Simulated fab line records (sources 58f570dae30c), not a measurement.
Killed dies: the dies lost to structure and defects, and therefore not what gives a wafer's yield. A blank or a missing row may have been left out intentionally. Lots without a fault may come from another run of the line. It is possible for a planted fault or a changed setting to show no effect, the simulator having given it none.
Problem report in the 8D (eight disciplines) form, filled by code | flow berkeley-cmos170 | the parts of the form that need people (team, actions taken, sign-off) are left out

## 1. THE ISSUE
Wafers without a fault read 100.00 C, standard deviation 0.13; prime-temp-c at UCB170_M2_HMDS_04 reads a mean of 99.39 C on 4 wafers belonging to 2 lots. That is -4.7 standard deviations from the usual mean.
The step: prime time 60 s.
Seen first at day 12 02:34 on litho-track-04, wafer L315.2. At this step, 40 wafers from 14 lots have a number in the record. By rule, "out" or "out of limits" means more than 4 standard deviations away from the usual mean. All remaining wafers that have a number are taken as sound.

## 2. WHAT IT IS; WHAT IT IS NOT
question                    | is                     | is not
which readings at this step | prime-temp-c           | resist-line-temp-C
which lots                  | L315, L317             | L298, L299, L300, L301, L303, L305, L306, L312, L316, L319, L320, L321
which wafers of those lots  | all that have a number | -
read on which tools         | litho-track-04         | litho-track-01, litho-track-02
when                        | from day 12 02:34      | up to then (27 sound wafers); but 9 sound wafers of L319, L320, L321 came after

## 3. THE SUSPECTS, EACH WITH WHAT RULES IT OUT
Counting: a tool at a process step up to the reading stays a suspect if it ran every lot that is out and no sound lot after the first of them.
- litho-track-04 at UCB170_M2_HMDS_04 (prime time 60 s): kept. It processed each lot that is out, first L315 at day 12 02:34, and no sound lot thereafter; up to then, the last sound lot it processed was L312 at day 11 00:40. Its own prime-temp-c readings are out on those wafers.
After counting, what remains is litho-track-04 at UCB170_M2_HMDS_04.

## 4. THE CAUSE (what the simulator had put in)
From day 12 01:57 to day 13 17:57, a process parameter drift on litho-track-04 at UCB170_M2_HMDS_04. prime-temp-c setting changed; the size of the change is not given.
Only this tool survived the counting.

## 5. THE CHAIN OF EFFECTS, in route order
Rows list readings where the struck wafers' mean (over those with a number) sits beyond 3 standard deviations from the usual. Only readings for which the record gives a usual standard deviation are gone through. hours: the time from each lot's start at the first step in this table that gives one to its start at this step, as a median over the lots. sigmas: the change in usual standard deviations.
hours | step              | reading      | usual    | on struck wafers | change | sigmas
0     | UCB170_M2_HMDS_04 | prime-temp-c | 100.00 C | 99.39            | -0.61  | -4.7
The process steps in it:
- UCB170_M2_HMDS_04: prime time 60 s.

## 6. WHAT WOULD HAVE CAUGHT IT SOONER
In this record the first reading out of limits was taken at day 12 02:34, 1 hour after the fault began at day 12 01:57.
